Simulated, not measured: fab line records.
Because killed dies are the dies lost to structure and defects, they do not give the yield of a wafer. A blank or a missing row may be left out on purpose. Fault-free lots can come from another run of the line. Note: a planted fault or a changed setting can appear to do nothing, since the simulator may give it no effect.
Which tool is to blame? ; flow rit_cmos ; 15 lots, 45 wafers sampled, at 2 steps of a route of 202

== WHAT THE GAUGES SHOWED, per wafer ==
RIT_SPACER_THK_MEAS_04.
lot;measured;on;SPACER_NITRIDE_THK (nm)
L309;day 2 22:47;film_metro-01;248.2 250.0 249.0
L310;day 3 03:50;film_metro-04;248.2 246.6 245.6
L311;day 3 09:11;film_metro-04;247.8 246.3 245.5
L313;day 3 18:50;film_metro-01;250.7 248.1 249.7
L314;day 4 02:07;film_metro-04;217.1 214.1 215.5
L315;day 4 04:01;film_metro-02;216.1 218.5 217.7
L316;day 4 09:19;film_metro-01;213.6 214.4 217.4
L325;day 6 07:11;film_metro-04;251.4 249.7 251.0
L326;day 6 12:53;film_metro-02;249.2 252.7 250.9
L327;day 6 21:38;film_metro-02;252.2 252.1 250.7
L328;day 6 23:14;film_metro-02;249.7 248.3 249.5
L329;day 7 02:01;film_metro-01;249.8 250.3 252.4
L330;day 7 07:21;film_metro-01;250.2 247.6 246.7
L331;day 7 11:44;film_metro-02;253.5 253.9 251.9
L332;day 7 17:40;film_metro-02;251.4 251.2 250.8

== WHAT TOOL EACH LOT RAN ON (gives the tool, then ch and the chambers of the sampled wafers, and finally the start) ==
lot;RIT_SPACER_CVD_03
L309;lpcvd-02 ch 0, day 2 20:52
L310;lpcvd-02 ch 1, day 3 01:55
L311;lpcvd-01 ch 1, day 3 07:17
L313;lpcvd-01 ch 1, day 3 16:54
L314;lpcvd-01 ch 0, day 4 00:11
L315;lpcvd-01 ch 0, day 4 02:06
L316;lpcvd-01 ch 0, day 4 07:23
L325;lpcvd-02 ch 1, day 6 05:16
L326;lpcvd-02 ch 1, day 6 10:58
L327;lpcvd-01 ch 1, day 6 19:43
L328;lpcvd-02 ch 1, day 6 21:18
L329;lpcvd-02 ch 0, day 7 00:04
L330;lpcvd-02 ch 1, day 7 05:26
L331;lpcvd-02 ch 0, day 7 09:49
L332;lpcvd-02 ch 0, day 7 15:44
- RIT_SPACER_CVD_03: deposits Si3N4 from SiH2Cl2/NH3, target thk 250 nm, time 3300 s.

== WHAT THE TOOLS THEMSELVES READ (means of the sampled wafers that have a number; where no wafer has one, the mark that the record gives instead) ==
The record holds no such reading with a usual standard deviation.

== THE ANSWER, worked out from the rows above alone ==
Rule: the lots themselves supply what counts as usual. The widest of any qualifying gaps counts: lots, ordered by their means at a reading, are off when they make up no more than a third of the lots, leave a main group of 4 or more, and stand apart from it by 3 or more times the standard deviation of that group's means. A main group whose means are all the same, to the digits that the tables above print for the reading, isn't used. Also off: a lot with no number at a reading for which 4 or more lots have one. The other lots that the step has rows for count as sound. After the gauges, taken in route order, come the tools' own readings; for these a lot's mean is taken, as printed above. At the first step where some lot is off, the reading lying furthest off is the one used; lots without a number count as furthest.
Off: at RIT_SPACER_THK_MEAS_04 (SPACER_NITRIDE_THK), L314, L315, L316. For the main group the mean is 249.8 nm and the standard deviation 1.9.
If a tool, at a process step before that reading, ran all the lots that are off and no sound lot after the first of them, it fits. Gauges at RIT_SPACER_THK_MEAS_04: tried the same way as those tools. No candidate that was tried fits.

== WHAT THE SIMULATOR HAD PUT IN ==
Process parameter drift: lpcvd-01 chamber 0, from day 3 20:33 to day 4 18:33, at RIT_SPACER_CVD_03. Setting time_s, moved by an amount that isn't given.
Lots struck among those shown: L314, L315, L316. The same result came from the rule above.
